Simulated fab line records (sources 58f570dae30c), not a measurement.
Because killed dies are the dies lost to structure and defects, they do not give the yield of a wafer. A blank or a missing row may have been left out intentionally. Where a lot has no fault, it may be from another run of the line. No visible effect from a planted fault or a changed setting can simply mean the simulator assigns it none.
fab line records + flow berkeley-cmos170
[record]
- lots = 7
- wafers = 21
- last-day = 11
route steps=331 shown PWELL@53 WELLDRIVE@55 ACTIVE@60
lots that met no fault: taken from a fault-free run of the same line
start-h: start of the lot's first displayed wafer, in hours after the record's first day + wait-h: hours since the lot's step before + " as in the row above + L1.1+2: several wafers, shown together as one row + - no value, or no start given + * or withheld: withheld + < > ~ a bound
route shown NAME@n: a module of which the file shows steps, and the number in the route of the first + usual: average and standard deviation across the fault-free wafers + same: alike in all rows + chamber/n: place in a boat + sites: the reading at each site + _std_site: the values' standard deviation + _edge_site: mean of outer sites minus mean of inner sites + radius-mm: how far each site lies from the wafer's centre + mask NAME#n: copy n + behind: the last tool/chamber to shape the wafer + hold: why the lot was held/for how many hours/how that ended + device: the transistor (n, p or np) that didn't switch + end of line: the route-end tests of the same wafers + where a step has no rows: the recipe by itself + killed: not the wafer's yield, but the dies lost to structure and defects at the first sort + map: a wafer's dies, marking killed ones x, the rest . and places with no die _
set.NAME: setting as actually run; set.NAME@STEP: the setting as run at that earlier step + model.NAME: the simulator's own value behind a step, which no gauge read
a table for each step, a row for each wafer; lots at some steps of the route
services: when a tool's chamber went out of use (start-h, in hours from the record's first day, below 0 if earlier), for how many hours, and the reason
[[steps]]
[step UCB170_PWELL_WET_ETCH_19]
[recipe]
- chemistry = H3PO4
- target = Si3N4
- temp-c = 160
- time-s = 14400
[step UCB170_PWELL_WET_ETCH_20]
[recipe]
- chemistry = BOE
- dilution = 5:1
- target = SiO2
- temp-c = 25
- time-s = 22
[step UCB170_WELLDRIVE_CLEAN_00]
[recipe]
- chemistry = SPM
- temp-c = 120
- time-s = 600
[step UCB170_WELLDRIVE_OXIDATION_01]
[recipe]
- temp-c = 1100
- ambient = O2
- target-thk-a = 1990
- ox-time-s = 9000
[step UCB170_WELLDRIVE_THK_MEAS_02]
[recipe]
- reads = SiO2_of_WELLDRIVE_OXIDATION_01
[usual]
- WELLDRIVE_OXIDE_THK = 199/3.7
| lot.wafer | tool          | chamber | start-h | wait-h | WELLDRIVE_OXIDE_THK[nm] |
|-----------|---------------|---------|---------|--------|-------------------------|
| L829.1    | film-metro-03 | -       | 82.94   | 0.0    | 197                     |
| L829.3    | "             | -       | "       | "      | 200                     |
| L829.6    | "             | -       | "       | "      | 199                     |
| L837.1    | film-metro-03 | -       | 114.63  | 0.0    | 203                     |
| L837.2    | "             | -       | "       | "      | 207                     |
| L837.4    | "             | -       | "       | "      | 203                     |
| L840.1    | film-metro-03 | -       | 126.64  | 0.0    | 200                     |
| L840.4    | "             | -       | "       | "      | 199                     |
| L840.5    | "             | -       | "       | "      | 198                     |
| L838.2    | film-metro-03 | -       | 126.71  | 0.1    | 193                     |
| L838.3    | "             | -       | "       | "      | 190                     |
| L838.4    | "             | -       | "       | "      | 192                     |
| L839.1    | film-metro-01 | -       | 130.40  | 0.0    | 195                     |
| L839.2    | "             | -       | "       | "      | 201                     |
| L839.3    | "             | -       | "       | "      | 199                     |
| L842.1    | film-metro-02 | -       | 142.35  | 0.0    | 207                     |
| L842.2    | "             | -       | "       | "      | 207                     |
| L842.6    | "             | -       | "       | "      | 208                     |
| L845.1    | film-metro-02 | -       | 158.47  | 0.0    | 199                     |
| L845.3    | "             | -       | "       | "      | 196                     |
| L845.6    | "             | -       | "       | "      | 195                     |
[step UCB170_WELLDRIVE_ANNEAL_03]
[recipe]
- temp-c = 1100
- time-s = 900
- ambient = N2
[step UCB170_WELLDRIVE_WET_ETCH_04]
[recipe]
- chemistry = BOE
- dilution = 5:1
- target = SiO2
- temp-c = 25
- time-s = 120
[step UCB170_ACTIVE_CLEAN_00]
[recipe]
- chemistry = SPM
- temp-c = 120
- time-s = 600
[step UCB170_ACTIVE_CLEAN_01]
[recipe]
- chemistry = dHF
- dilution = 25:1
- time-s = 60
[step UCB170_ACTIVE_OXIDATION_02]
[recipe]
- temp-c = 1000
- ambient = O2
- target-thk-a = 264
- ox-time-s = 1260
[step UCB170_ACTIVE_THK_MEAS_03]
[recipe]
- reads = SiO2_of_ACTIVE_OXIDATION_02
[usual]
- ACTIVE_OXIDE_THK = 26.5/0.51
| lot.wafer | tool          | chamber | start-h | wait-h | ACTIVE_OXIDE_THK[nm] |
|-----------|---------------|---------|---------|--------|----------------------|
| L829.1    | film-metro-02 | -       | 93.64   | 0.0    | 26.6                 |
| L829.3    | "             | -       | "       | "      | 26.7                 |
| L829.6    | "             | -       | "       | "      | 26.8                 |
| L837.1    | film-metro-03 | -       | 120.84  | 0.0    | 27.2                 |
| L837.2    | "             | -       | "       | "      | 26.6                 |
| L837.4    | "             | -       | "       | "      | 26.9                 |
| L840.1    | film-metro-03 | -       | 137.89  | 0.0    | 26.4                 |
| L840.4    | "             | -       | "       | "      | 26.8                 |
| L840.5    | "             | -       | "       | "      | 26.5                 |
| L838.2    | film-metro-02 | -       | 137.90  | 0.0    | 25.9                 |
| L838.3    | "             | -       | "       | "      | 26.3                 |
| L838.4    | "             | -       | "       | "      | 26.3                 |
| L839.1    | film-metro-04 | -       | 140.20  | 0.0    | 26.5                 |
| L839.2    | "             | -       | "       | "      | 26.9                 |
| L839.3    | "             | -       | "       | "      | 26.9                 |
| L842.1    | film-metro-02 | -       | 148.11  | 0.0    | 26.5                 |
| L842.2    | "             | -       | "       | "      | 26.5                 |
| L842.6    | "             | -       | "       | "      | 26.2                 |
| L845.1    | film-metro-03 | -       | 166.09  | 0.0    | 26.5                 |
| L845.3    | "             | -       | "       | "      | 26.6                 |
| L845.6    | "             | -       | "       | "      | 26.4                 |
[step UCB170_ACTIVE_ANNEAL_04]
[recipe]
- temp-c = 1000
- time-s = 900
- ambient = N2
[step UCB170_ACTIVE_CVD_05]
[recipe]
- material = Si3N4
- target-thk-nm = 220
- temp-c = 800
- precursor = SiH2Cl2/NH3
- time-s = 3300
- pressure-mtorr = 200
- sih2cl2-flow-sccm = 25
- nh3-flow-sccm = 75
[usual]
- nh3-flow-sccm = 74.97/0.24
- sih2cl2-flow-sccm = 24.97/0.076
- spike-tc-centre-C = 802.4/1.6
- zone-power-centre-pct = 35/3
| lot.wafer | tool     | chamber | start-h | wait-h | nh3-flow-sccm | sih2cl2-flow-sccm | spike-tc-centre-C | zone-power-centre-pct | model.Si3N4_of_ACTIVE_CVD_05.thk-nm |
|-----------|----------|---------|---------|--------|---------------|-------------------|-------------------|-----------------------|-------------------------------------|
| L829.1    | lpcvd-02 | 0       | 96.56   | 0.0    | 74.90         | 25.11             | 800.0             | 31                    | 216.8                               |
| L829.3    | "        | 0       | "       | "      | 75.28         | 25.03             | 803.5             | 31                    | 218.9                               |
| L829.6    | "        | 0       | "       | "      | 75.32         | 25.04             | 800.3             | 31                    | 219.1                               |
| L837.1    | lpcvd-01 | 0       | 123.42  | 0.0    | 74.92         | 24.94             | 806.3             | 34                    | 218.6                               |
| L837.2    | "        | 0       | "       | "      | 75.00         | 24.98             | 804.4             | 34                    | 219.2                               |
| L837.4    | "        | 0       | "       | "      | 74.62         | 25.03             | 805.6             | 35                    | 219.3                               |
| L838.2    | lpcvd-01 | 0       | 142.56  | 0.7    | 74.71         | 24.96             | 832.3             | 44                    | 234.6                               |
| L838.3    | "        | 0       | "       | "      | 75.11         | 24.99             | 833.5             | 44                    | 245                                 |
| L838.4    | "        | 0       | "       | "      | 74.78         | 24.94             | 833.4             | 44                    | 251.5                               |
| L839.1    | lpcvd-01 | 1       | 142.56  | 0.7    | 75.17         | 25.07             | 829.8             | 49                    | 234.6                               |
| L839.2    | "        | 1       | "       | "      | 75.26         | 24.95             | 830.2             | 50                    | 240.8                               |
| L839.3    | "        | 1       | "       | "      | 74.75         | 25.10             | 830.4             | 50                    | 247.5                               |
| L840.1    | lpcvd-01 | 0       | 142.56  | 0.7    | 74.88         | 24.96             | 833.4             | 43                    | 230.4                               |
| L840.4    | "        | 0       | "       | "      | 74.91         | 25.10             | 832.6             | 44                    | 251.8                               |
| L840.5    | "        | 0       | "       | "      | 74.72         | 25.01             | 833.3             | 44                    | 264.4                               |
| L842.1    | lpcvd-02 | 0       | 150.73  | 0.0    | 74.90         | 24.86             | 801.8             | 30                    | 222.5                               |
| L842.2    | "        | 0       | "       | "      | 74.96         | 24.88             | 801.4             | 30                    | 224                                 |
| L842.6    | "        | 0       | "       | "      | 75.33         | 24.95             | 800.6             | 31                    | 222.5                               |
| L845.1    | lpcvd-02 | 0       | 171.07  | 0.0    | 74.83         | 25.07             | 802.4             | 31                    | 220.7                               |
| L845.3    | "        | 0       | "       | "      | 74.83         | 24.96             | 802.9             | 31                    | 221.3                               |
| L845.6    | "        | 0       | "       | "      | 74.83         | 24.95             | 801.3             | 31                    | 220.7                               |
[step UCB170_ACTIVE_THK_MEAS_06]
[recipe]
- reads = Si3N4_of_ACTIVE_CVD_05
[usual]
- ACTIVE_NITRIDE_THK = 220.8/2
| lot.wafer | tool          | chamber | start-h | wait-h | ACTIVE_NITRIDE_THK[nm] |
|-----------|---------------|---------|---------|--------|------------------------|
| L829.1    | film-metro-03 | -       | 98.53   | 0.1    | 216.8                  |
| L829.3    | "             | -       | "       | "      | 218.8                  |
| L829.6    | "             | -       | "       | "      | 219.0                  |
| L837.1    | film-metro-03 | -       | 125.34  | 0.0    | 218.6                  |
| L837.2    | "             | -       | "       | "      | 219.3                  |
| L837.4    | "             | -       | "       | "      | 219.4                  |
| L839.1    | film-metro-02 | -       | 144.47  | 0.0    | 234.6                  |
| L839.2    | "             | -       | "       | "      | 240.7                  |
| L839.3    | "             | -       | "       | "      | 247.6                  |
| L840.1    | film-metro-04 | -       | 144.47  | 0.0    | 230.4                  |
| L840.4    | "             | -       | "       | "      | 251.7                  |
| L840.5    | "             | -       | "       | "      | 264.3                  |
| L838.2    | film-metro-03 | -       | 144.48  | 0.0    | 234.7                  |
| L838.3    | "             | -       | "       | "      | 244.9                  |
| L838.4    | "             | -       | "       | "      | 251.6                  |
| L842.1    | film-metro-04 | -       | 152.69  | 0.0    | 222.6                  |
| L842.2    | "             | -       | "       | "      | 223.8                  |
| L842.6    | "             | -       | "       | "      | 222.5                  |
| L845.1    | film-metro-02 | -       | 172.99  | 0.0    | 220.7                  |
| L845.3    | "             | -       | "       | "      | 221.4                  |
| L845.6    | "             | -       | "       | "      | 220.8                  |
[step UCB170_ACTIVE_HMDS_07]
[recipe]
- prime-time-s = 60
- prime-temp-c = 100
[step UCB170_ACTIVE_COAT_08]
[recipe]
- resist = KrF
- spin-rpm = 1500
- resist-thk-nm = 900
[step UCB170_ACTIVE_SOFTBAKE_09]
[recipe]
- resist = KrF
- temp-c = 130
- time-s = 60.94
[usual]
- heater-power-total-W = 56.76/0.045
- plate-sensor-t-centre-C = 131.41/0.01
- plate-sensor-t-edge-C = 131.53/0.01
- softbake-temp-c = 130.01/0.14
| lot.wafer | tool           | chamber | start-h | wait-h | heater-power-total-W | plate-sensor-t-centre-C | plate-sensor-t-edge-C | softbake-temp-c |
|-----------|----------------|---------|---------|--------|----------------------|-------------------------|-----------------------|-----------------|
| L829.1    | litho-track-03 | 0       | 99.11   | 0.1    | 56.77                | 131.4                   | 131.55                | 130.05          |
| L829.3    | "              | 0       | "       | "      | 56.71                | 131.41                  | 131.53                | 129.99          |
| L829.6    | "              | 0       | "       | "      | 56.71                | 131.41                  | 131.55                | 129.95          |
| L837.1    | litho-track-03 | 0       | 126.23  | 0.1    | 56.72                | 131.41                  | 131.53                | 130.39          |
| L837.2    | "              | 0       | "       | "      | 56.79                | 131.4                   | 131.52                | 130.10          |
| L837.4    | "              | 0       | "       | "      | 56.69                | 131.41                  | 131.53                | 130.22          |
| L839.1    | litho-track-03 | 0       | 144.83  | 0.1    | 56.75                | 131.42                  | 131.53                | 129.83          |
| L839.2    | "              | 0       | "       | "      | 56.78                | 131.42                  | 131.54                | 129.89          |
| L839.3    | "              | 0       | "       | "      | 56.68                | 131.41                  | 131.53                | 129.93          |
| L838.2    | litho-track-04 | 0       | 144.86  | 0.1    | 56.75                | 131.42                  | 131.53                | 129.80          |
| L838.3    | "              | 0       | "       | "      | 56.79                | 131.41                  | 131.52                | 129.95          |
| L838.4    | "              | 0       | "       | "      | 56.80                | 131.41                  | 131.51                | 130.11          |
| L840.1    | litho-track-02 | 0       | 145.20  | 0.1    | 56.72                | 131.39                  | 131.52                | 130.12          |
| L840.4    | "              | 0       | "       | "      | 56.76                | 131.4                   | 131.52                | 130.06          |
| L840.5    | "              | 0       | "       | "      | 56.68                | 131.41                  | 131.51                | 129.88          |
| L842.1    | litho-track-03 | 0       | 153.05  | 0.1    | 56.81                | 131.41                  | 131.54                | 129.94          |
| L842.2    | "              | 0       | "       | "      | 56.67                | 131.41                  | 131.54                | 130.02          |
| L842.6    | "              | 0       | "       | "      | 56.79                | 131.4                   | 131.54                | 130.16          |
| L845.1    | litho-track-04 | 0       | 173.85  | 0.1    | 56.75                | 131.4                   | 131.53                | 129.82          |
| L845.3    | "              | 0       | "       | "      | 56.75                | 131.42                  | 131.52                | 129.96          |
| L845.6    | "              | 0       | "       | "      | 56.73                | 131.4                   | 131.53                | 129.94          |
[step UCB170_ACTIVE_EXPOSE_10]
[recipe]
- mask-id = ACTIVE
- target-cd-nm = 1200
- na = 0.5
- sigma-outer = 0.6
- source-shape = conventional
- dose-mj = 20
[step UCB170_ACTIVE_PEB_11]
[recipe]
- peb-temp-c = 130
- peb-time-s = withheld
- resist = KrF
[step UCB170_ACTIVE_DEVELOP_12]
[recipe]
- developer = TMAH
- develop-time-s = 45
- resist = KrF
- dev-temp-c = 21
[step UCB170_ACTIVE_CD_MEAS_13]
[recipe]
- target-cd-nm = 1200
[usual]
- cd-nm = 1199.8/1.4
| lot.wafer | tool      | chamber | start-h | wait-h | cd-nm  |
|-----------|-----------|---------|---------|--------|--------|
| L829.1    | cd-sem-01 | -       | 100.41  | -      | 1197.7 |
| L829.3    | "         | -       | "       | "      | 1200.2 |
| L829.6    | "         | -       | "       | "      | 1199.1 |
| L837.1    | cd-sem-01 | -       | 127.55  | -      | 1201.5 |
| L837.2    | "         | -       | "       | "      | 1201.3 |
| L837.4    | "         | -       | "       | "      | 1199.5 |
| L838.2    | cd-sem-02 | -       | 145.52  | -      | 1197.3 |
| L838.3    | "         | -       | "       | "      | 1196.8 |
| L838.4    | "         | -       | "       | "      | 1198.2 |
| L839.1    | cd-sem-02 | -       | 146.08  | -      | 1200.9 |
| L839.2    | "         | -       | "       | "      | 1202.4 |
| L839.3    | "         | -       | "       | "      | 1202.4 |
| L840.1    | cd-sem-01 | -       | 146.23  | -      | 1201.5 |
| L840.4    | "         | -       | "       | "      | 1202.3 |
| L840.5    | "         | -       | "       | "      | 1202.4 |
| L842.1    | cd-sem-01 | -       | 153.82  | -      | 1200.9 |
| L842.2    | "         | -       | "       | "      | 1199.3 |
| L842.6    | "         | -       | "       | "      | 1200.2 |
| L845.1    | cd-sem-02 | -       | 174.83  | -      | 1199.7 |
| L845.3    | "         | -       | "       | "      | 1200.0 |
| L845.6    | "         | -       | "       | "      | 1199.4 |
[step UCB170_ACTIVE_OVL_MEAS_14]
[usual]
- ACTIVE_OVL = 2/5.3
| lot.wafer | tool       | chamber | start-h | wait-h | ACTIVE_OVL[nm] |
|-----------|------------|---------|---------|--------|----------------|
| L829.1    | overlay-01 | -       | 100.53  | 0.1    | 9              |
| L829.3    | "          | -       | "       | "      | 1              |
| L829.6    | "          | -       | "       | "      | 4              |
| L837.1    | overlay-01 | -       | 127.67  | 0.1    | 14             |
| L837.2    | "          | -       | "       | "      | 1              |
| L837.4    | "          | -       | "       | "      | 3              |
| L838.2    | overlay-01 | -       | 145.63  | 0.1    | 5              |
| L838.3    | "          | -       | "       | "      | 7              |
| L838.4    | "          | -       | "       | "      | 3              |
| L839.1    | overlay-02 | -       | 146.20  | 0.1    | -2             |
| L839.2    | "          | -       | "       | "      | -3             |
| L839.3    | "          | -       | "       | "      | -4             |
| L840.1    | overlay-01 | -       | 146.35  | 0.1    | 11             |
| L840.4    | "          | -       | "       | "      | 4              |
| L840.5    | "          | -       | "       | "      | 8              |
| L842.1    | overlay-01 | -       | 153.94  | 0.1    | -7             |
| L842.2    | "          | -       | "       | "      | -8             |
| L842.6    | "          | -       | "       | "      | -7             |
| L845.1    | overlay-02 | -       | 174.95  | 0.1    | 2              |
| L845.3    | "          | -       | "       | "      | 0              |
| L845.6    | "          | -       | "       | "      | 11             |
[step UCB170_ACTIVE_ETCH_15]
[recipe]
- chemistry = CH3F/Ar/O2
- target = Si3N4
- stop-on = SiO2
- CH3F_flow_sccm = 20
- Ar_flow_sccm = 50
- O2_flow_sccm = 7
- pressure-mtorr = 50
- rf-w = 450
- target-depth-a = 2420
- over-etch-frac = 0.1
- time-s = 151
[usual]
- CH3F_flow_sccm = 20.00/0.06
- drypump-motor-current-A = 5.6/0.4
- oes-product-au = 0.943/0.016
- throttle-valve-pct = 8.10/0.11
| lot.wafer | tool        | chamber | start-h | wait-h | CH3F_flow_sccm | drypump-motor-current-A | oes-product-au | rf-hours-counter-h | throttle-valve-pct | model.etch.depth-nm |
|-----------|-------------|---------|---------|--------|----------------|-------------------------|----------------|--------------------|--------------------|---------------------|
| L829.1    | rie-diel-04 | 2       | 100.57  | 0.0    | 19.98          | 5.7                     | 0.920          | 113                | 8.16               | 216.8               |
| L829.3    | "           | 3       | "       | "      | 20.04          | 5.2                     | 0.953          | 29                 | 7.99               | 218.9               |
| L829.6    | "           | 2       | "       | "      | 19.92          | 5.7                     | 0.922          | -                  | 8.17               | 219.1               |
| L837.1    | rie-diel-03 | 3       | 127.71  | 0.0    | 20.00          | 5.6                     | 0.942          | 40                 | 8.11               | 218.6               |
| L837.2    | "           | 0       | "       | "      | 20.02          | 6.1                     | 0.938          | 110                | 8.15               | 219.2               |
| L837.4    | "           | 1       | "       | "      | 20.01          | 5.6                     | 0.907          | -                  | 8.07               | 219.3               |
| L838.2    | rie-diel-03 | 0       | 145.66  | 0.0    | 20.16          | 6.0                     | 0.979          | 111                | 8.14               | 234.6               |
| L838.3    | "           | 2       | "       | "      | 19.90          | 6.6                     | 1.005          | 30                 | 8.30               | 242.1               |
| L838.4    | "           | 1       | "       | "      | 20.02          | 5.6                     | 0.978          | 127                | 8.09               | 243.9               |
| L839.1    | rie-diel-04 | 0       | 146.23  | 0.0    | 19.91          | 5.0                     | 0.979          | 58                 | 8.12               | 234.6               |
| L839.2    | "           | 1       | "       | "      | 20.02          | 5.1                     | 1.005          | 1                  | 8.28               | 240.2               |
| L839.3    | "           | 3       | "       | "      | 20.00          | 5.2                     | 1.011          | 32                 | 8.01               | 244.3               |
| L840.1    | rie-diel-01 | 0       | 146.38  | 0.0    | 19.98          | 5.6                     | 0.957          | 124                | 7.89               | 230.4               |
| L840.4    | "           | 2       | "       | "      | 20.12          | 5.3                     | 1.002          | 14                 | 8.15               | 243.1               |
| L840.5    | "           | 1       | "       | "      | 19.99          | 5.8                     | 1.011          | -                  | 8.06               | 241.1               |
| L842.1    | rie-diel-01 | 3       | 153.98  | 0.0    | 19.95          | 6.0                     | 0.972          | 41                 | 8.03               | 222.5               |
| L842.2    | "           | 2       | "       | "      | 19.96          | 5.3                     | 0.963          | 15                 | 8.13               | 224                 |
| L842.6    | "           | 1       | "       | "      | 19.95          | 5.8                     | 0.961          | -                  | 8.04               | 222.5               |
| L845.1    | rie-diel-04 | 1       | 174.98  | 0.0    | 20.06          | 5.1                     | 0.954          | 3                  | 8.29               | 220.7               |
| L845.3    | "           | 0       | "       | "      | 20.04          | 5.0                     | 0.943          | 60                 | 8.12               | 221.3               |
| L845.6    | "           | 0       | "       | "      | 19.99          | 5.0                     | 0.940          | -                  | 8.12               | 220.7               |
[step UCB170_ACTIVE_STRIP_16]
[recipe]
- chemistry = O2
- power-w = 400
- pressure-mtorr = 3500
- platen-temp-c = withheld
- o2-flow-sccm = 400
- overash-fraction = 0.5
[usual]
- drypump-motor-current-A = 5.5/0.45
- oes-product-au = 0.721/0.0048
- strip-time-to-endpoint-s = 18.04/0.072
[same]
- overash-fraction = 0.5
| lot.wafer | tool            | chamber | start-h | wait-h | drypump-motor-current-A | oes-product-au | rf-hours-counter-h | strip-time-to-endpoint-s |
|-----------|-----------------|---------|---------|--------|-------------------------|----------------|--------------------|--------------------------|
| L829.1    | plasma-asher-04 | 1       | 100.67  | 0.1    | 5.7                     | 0.722          | 37                 | 18.11                    |
| L829.3    | "               | 0       | "       | "      | 5.3                     | 0.715          | -                  | 18.08                    |
| L829.6    | "               | 0       | "       | "      | 5.3                     | 0.728          | -                  | 18.16                    |
| L837.1    | plasma-asher-04 | 1       | 127.81  | 0.1    | 5.7                     | 0.715          | 1                  | 17.93                    |
| L837.2    | "               | 0       | "       | "      | 5.4                     | 0.728          | 1                  | 17.82                    |
| L837.4    | "               | 1       | "       | "      | 5.7                     | 0.721          | -                  | 17.85                    |
| L838.2    | plasma-asher-03 | 1       | 145.76  | 0.1    | 5.1                     | 0.725          | 37                 | 18.05                    |
| L838.3    | "               | 1       | "       | "      | 5.2                     | 0.723          | -                  | 17.93                    |
| L838.4    | "               | 0       | "       | "      | 6.2                     | 0.718          | -                  | 18.00                    |
| L839.1    | plasma-asher-04 | 0       | 146.33  | 0.1    | 5.4                     | 0.713          | 4                  | 18.02                    |
| L839.2    | "               | 1       | "       | "      | 5.7                     | 0.729          | 4                  | 18.04                    |
| L839.3    | "               | 1       | "       | "      | 5.7                     | 0.716          | -                  | 18.00                    |
| L840.1    | plasma-asher-01 | 0       | 146.48  | 0.1    | 5.5                     | 0.723          | 40                 | 18.04                    |
| L840.4    | "               | 1       | "       | "      | 4.8                     | 0.718          | -                  | 18.12                    |
| L840.5    | "               | 1       | "       | "      | 4.8                     | 0.724          | -                  | 18.06                    |
| L842.1    | plasma-asher-01 | 0       | 154.08  | 0.1    | 5.5                     | 0.718          | 41                 | 18.12                    |
| L842.2    | "               | 1       | "       | "      | 4.9                     | 0.716          | 41                 | 18.08                    |
| L842.6    | "               | 1       | "       | "      | 4.9                     | 0.723          | -                  | 18.14                    |
| L845.1    | plasma-asher-04 | 0       | 175.09  | 0.1    | 5.3                     | 0.715          | 8                  | 18.03                    |
| L845.3    | "               | 1       | "       | "      | 5.7                     | 0.714          | -                  | 18.04                    |
| L845.6    | "               | 0       | "       | "      | 5.3                     | 0.717          | -                  | 18.04                    |
[[services]]
| tool            | chamber | start-h | hours | kind           |
|-----------------|---------|---------|-------|----------------|
| plasma-asher-01 | -       | 100.47  | 28.1  | pm             |
| rie-diel-04     | 1       | 101.14  | -     | clean          |
| rie-diel-04     | 1       | 101.14  | 20.2  | scheduled-down |
| rie-diel-04     | 1       | 101.14  | 20.2  | vent-cycle     |
| plasma-asher-04 | -       | 106.81  | 3.8   | repair         |
| plasma-asher-04 | -       | 110.62  | 9.0   | pm             |
| plasma-asher-04 | 0       | 110.62  | 9.0   | vent-cycle     |
| plasma-asher-04 | 1       | 110.62  | 9.0   | vent-cycle     |
| rie-diel-04     | 0       | 118.22  | 2.3   | repair         |
| plasma-asher-04 | 0       | 119.62  | -     | clean          |
| plasma-asher-04 | 1       | 119.62  | -     | clean          |
| rie-diel-03     | 2       | 125.00  | 7.5   | repair         |
| rie-diel-01     | -       | 139.84  | 1.0   | repair         |
| plasma-asher-01 | -       | 146.76  | 3.8   | repair         |
| plasma-asher-03 | -       | 149.72  | 6.0   | repair         |
| plasma-asher-01 | -       | 164.80  | 3.3   | repair         |
| rie-diel-03     | 3       | 169.67  | 10.1  | repair         |
[[key]]
[first-sign]
- step = UCB170_ACTIVE_CVD_05
- reading = spike-tc-centre-C
- direction = up
- sigmas = 18
- usual = 802.4
- struck = 832.1
[effect]
- step = UCB170_ACTIVE_CVD_05
- reading = zone-power-centre-pct
- direction = up
- sigmas = 3.6
- usual = 35
- struck = 46
[effect]
- step = UCB170_ACTIVE_THK_MEAS_06
- reading = ACTIVE_NITRIDE_THK
- direction = up
- sigmas = 12
- usual = 220.8
- struck = 244.5
[effect]
- step = UCB170_ACTIVE_ETCH_15
- reading = oes-product-au
- direction = up
- sigmas = 3.1
- usual = 0.943
- struck = 0.992
- wafers-moved = 7
[model-effect]
- step = UCB170_ACTIVE_CVD_05
- value = Si3N4_of_ACTIVE_CVD_05.thk-nm
- without = 221.3
- struck = 244.5
[model-effect]
- step = UCB170_ACTIVE_ETCH_15
- value = etch.depth-nm
- without = 221.3
- struck = 239.4
met-at UCB170_ACTIVE_CVD_05
struck-wafers L838.2,L838.3,L838.4,L839.1,L839.2,L839.3,L840.1,L840.4,L840.5
later-rows-left-out L838.3,L838.4,L839.2,L839.3,L840.4,L840.5
sort-left-out L838.2,L838.3,L838.4,L839.1,L839.2,L839.3,L840.1,L840.4,L840.5
tester-left-out L838,L839,L840
onset-between 123.42 142.56
[fault]
- kind = process-parameter-drift
- tool = lpcvd-01
- chamber = -
- onset-h = 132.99
- steps = UCB170_ACTIVE_CVD_05
- channel = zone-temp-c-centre
- offset = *
- shape = step
- end-h = 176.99
// tester-left-out: of these lots the tester's yield and bins aren't shown, on N5 and GAA mostly nor the transistor test; their killed dies are dies lost to structure and defects alone, not to doping, threshold or leakage, so they don't give the yield
// sort-left-out: the simulated sort isn't trusted on such a fault, so these wafers' sort isn't shown, and their yield isn't known
// later-rows-left-out: the simulator's readings of these wafers behind a module that went badly wrong aren't trusted and aren't shown, but for the sort
